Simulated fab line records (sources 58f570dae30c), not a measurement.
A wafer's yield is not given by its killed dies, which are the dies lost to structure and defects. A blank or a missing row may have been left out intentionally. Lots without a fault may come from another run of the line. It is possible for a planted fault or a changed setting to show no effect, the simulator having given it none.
8D (eight disciplines) problem report, filled in by code | flow berkeley-cmos170 | the parts of the form that need people (team, actions taken, sign-off) are left out

1. WHAT WENT WRONG
Wafers free of any fault read 700 nm (standard deviation 5.3) for CONTACT_PSG_THK at UCB170_CONTACT_THK_MEAS_02, against a mean of 560 nm on 9 wafers of 3 lots. That is -26 standard deviations from the usual mean.
Earliest sighting: wafer L113.2 on film-metro-02 at day 10 18:16. Wafers with a number at this step in the record: 45, from 15 lots. The rule behind "out" and "out of limits": a value lying over 4 standard deviations away from the usual mean. The rest of the wafers with a number are treated as sound.

2. WHAT IT IS, AND WHAT IT ISN'T
question                    | is                                          | is not
which readings at this step | CONTACT_PSG_THK                             | -
which lots                  | L113, L119, L120                            | L102, L106, L107, L108, L109, L110, L111, L112, L114, L117, L123, L124
which wafers of those lots  | all that have a number                      | -
read on which gauges        | film-metro-01, film-metro-02, film-metro-03 | -
when                        | from day 10 18:16                           | up to then (27 sound wafers); but 9 sound wafers of L117, L123, L124 came after

3. WHAT RULES OUT EACH SUSPECT
Counting: a tool stays on the suspect list if, at a process step up to the reading, it processed all lots that are out and no sound lot following the first of them.
- the gauge at UCB170_CONTACT_THK_MEAS_02 has been ruled out. 3 gauges (film-metro-01, film-metro-02, film-metro-03) read the wafers that are out.
- lpcvd-02 at UCB170_CONTACT_CVD_01 (deposits PSG from SiH4/O2/PH3, target thk 700 nm, time 2820 s): kept. Every lot that is out went through it, starting with L113 (day 10 16:29), and after that it ran no sound lot; the last sound lot it ran before then is L111 (day 10 06:38).
Remaining after the count: lpcvd-02 at UCB170_CONTACT_CVD_01.

4. THE CAUSE (what the simulator had put in)
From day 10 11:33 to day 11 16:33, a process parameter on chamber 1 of lpcvd-02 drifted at UCB170_CONTACT_CVD_01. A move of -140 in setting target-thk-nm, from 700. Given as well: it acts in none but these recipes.
Only this tool survived the counting.

5. THE EFFECT CHAIN, in route order
Rows list readings where the struck wafers' mean (over those with a number) sits beyond 3 standard deviations from the usual. Only readings for which the record gives a usual standard deviation are gone through. hours: the time from each lot's start at the first step in this table that gives one to its start at this step, as a median over the lots. sigmas: the change in usual standard deviations.
hours | step                       | reading         | usual      | on struck wafers | change | sigmas
0     | UCB170_CONTACT_THK_MEAS_02 | CONTACT_PSG_THK | 700 nm     | 560              | -140   | -26
-     | UCB170_CONTACT_ETCH_18     | oes-product-au  | 0.891 a.u. | 0.783            | -0.108 | -7.7
Here are the process steps it includes:
- UCB170_CONTACT_ETCH_18: etches PSG in CHF3/CF4/Ar, stops on TiSi2, target depth 840 nm, time 195 s.
Later measuring or inspecting steps at which every struck wafer that the step has a row for has a number for every such reading, and none has moved that far: UCB170_M2_CD_MEAS_90.

6. HOW IT WOULD HAVE BEEN CAUGHT EARLIER
The first out-of-limits reading at a measuring or inspecting step in this record came at day 10 18:16, 7 hours after the fault's start at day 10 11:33.
No tool reading at UCB170_CONTACT_CVD_01 that has a usual standard deviation in the record was out on any struck wafer, so an alarm limit of 4 standard deviations on those readings would not have fired.
Among the 3 lots that are out, L119, L120 began UCB170_CONTACT_CVD_01 on lpcvd-02 after day 10 18:16. A hold on the tool at that time would have spared those 2.
